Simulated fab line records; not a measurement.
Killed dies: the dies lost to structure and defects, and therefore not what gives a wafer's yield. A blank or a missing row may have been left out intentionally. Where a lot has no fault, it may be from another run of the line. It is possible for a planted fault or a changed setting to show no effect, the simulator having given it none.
A struck lot beside a sound one / flow rit-cmos / 15 out of 202 route steps
Sound: the wafers L404.1, L404.2, L404.4. Struck: wafers L414.4, L414.6 (left out: L414.1, a lot-mate that was not struck); the cause follows at the end.
At each step with rows: each side's tool, then ch and its chambers, then its first start. Under that, the readings that differ: sound wafers / struck wafers / difference of the means / sigmas: that difference in standard deviations of wafers without a fault.
alike: readings with means less than 2 such deviations apart, plus words and numbers identical on both sides. not compared: withheld readings, readings lacking a value on some wafer, bounds such as >300 that could conceal the same value, and numbers that have no deviation in the record and whose values overlap.
The two part at a step that has a row with sigmas, a row that says differs or no value, or rows on one side only. Numbers that don't overlap but have no deviation are shown without sigmas and don't part them. Lack of a reading on every wafer of one side parts them only where that side has two or more wafers.

first, 2 steps without rows for these wafers: RIT_PLDD_PEB_04; RIT_PLDD_DEVELOP_05 (develop time 50 s).
RIT_PLDD_OVL_MEAS_06:
  struck on overlay-01, day 6 20:19; sound on overlay-02, day 4 23:50
  alike: PLDD_OVL
then, 2 steps without rows for these wafers: RIT_PLDD_HARDBAKE_07 (time 60 s); RIT_PLDD_IMPLANT_08.
RIT_PLDD_STRIP_09: strips in O2, time 180 s.
  sound on plasma-asher-03 ch 0,1, day 5 00:23; struck on plasma-asher-03 ch 0,1, day 6 20:38
  alike: drypump-motor-current-A
  not compared: rf-hours-counter-h
RIT_PLDD_TW_MEAS_10:
  struck on film-metro-04, day 6 20:49; sound on film-metro-04, day 5 00:33
  alike: PLDD_TW
then, 4 steps without rows for these wafers: RIT_SPACER_CLEAN_00 (cleans in SC1, time 600 s); RIT_SPACER_CLEAN_01 (cleans in dHF, time 30 s); RIT_SPACER_CLEAN_02 (cleans in SC2, time 600 s); RIT_SPACER_CVD_03 (deposits Si3N4 from SiH2Cl2/NH3, target thk 250 nm, time 3300 s).
RIT_SPACER_THK_MEAS_04:
  struck on film-metro-02, day 6 23:10; sound on film-metro-03, day 5 02:54
  alike: SPACER_NITRIDE_THK
RIT_SPACER_ETCHBACK_05: etches Si3N4 in SF6/CHF3, stops on SiO2, target depth 250 nm, time 240 s.
  sound on rie-diel-01 ch 1,3, day 5 02:58; struck on rie-diel-04 ch 0, day 6 23:13
reading=drypump-motor-current-A (A); sound=5.6 5.2 5.2; struck=6.6 6.6; difference=+1.3; sigmas=+3
reading=oes-product-au (a.u.); sound=0.865 0.846 0.853; struck=0.830 0.831; difference=-0.024; sigmas=-2
reading=run-length-s (s); sound=268.8 268.6 269.0; struck=282.0 281.5; difference=+12.9; sigmas=+33
  alike: throttle-valve-pct
  not compared: rf-hours-counter-h
then, 1 step without rows for these wafers: RIT_NSD_HMDS_00 (prime time 60 s).
RIT_M1_PROBE_99:
  struck on prober-02, day 7 10:54; sound on prober-02, day 5 14:10
reading=model.etest.nmos_0p3.r-on-ohm-um; sound=2199 2197 2234; struck=2243 2265; difference=+44; sigmas=
reading=model.etest.nplus-sal.width-nm (nm); sound=3450 3417 3424; struck=3475 3464; difference=+39; sigmas=
reading=model.etest.pplus-sal.width-nm (nm); sound=3419 3429 3430; struck=3449 3453; difference=+25; sigmas=
reading=model.etest.pwell-pinched.rs-ohm-sq; sound=453.1 461.1 455.1; struck=476.4 469.1; difference=+16.3; sigmas=
reading=model.etest.nwell-pinched.rs-ohm-sq; sound=337.3 335.6 332.1; struck=344.4 348.6; difference=+11.5; sigmas=
reading=model.etest.nmos_0p15.tox-inv-nm (nm); sound=4.516 4.61 4.632; struck=4.382 4.403; difference=-0.194; sigmas=
reading=model.etest.diode-nplus-comb.cj-ff-um2; sound=2.629 2.619 2.617; struck=2.707 2.713; difference=+0.088; sigmas=
  alike: killed-at-contacts, killed-at-front-end, killed-dies, killed-open, killed-short
  not compared: model.etest.nmos_0p15.r-on-ohm-um

## WHERE THEY PART
RIT_SPACER_ETCHBACK_05 only, going by this record. Later steps at which nothing parts them and some readings are alike: RIT_M1_PROBE_99.

WHY: the cause the simulator had injected
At RIT_SPACER_ETCHBACK_05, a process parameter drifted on rie-diel-04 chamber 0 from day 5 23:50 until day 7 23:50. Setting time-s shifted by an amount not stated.
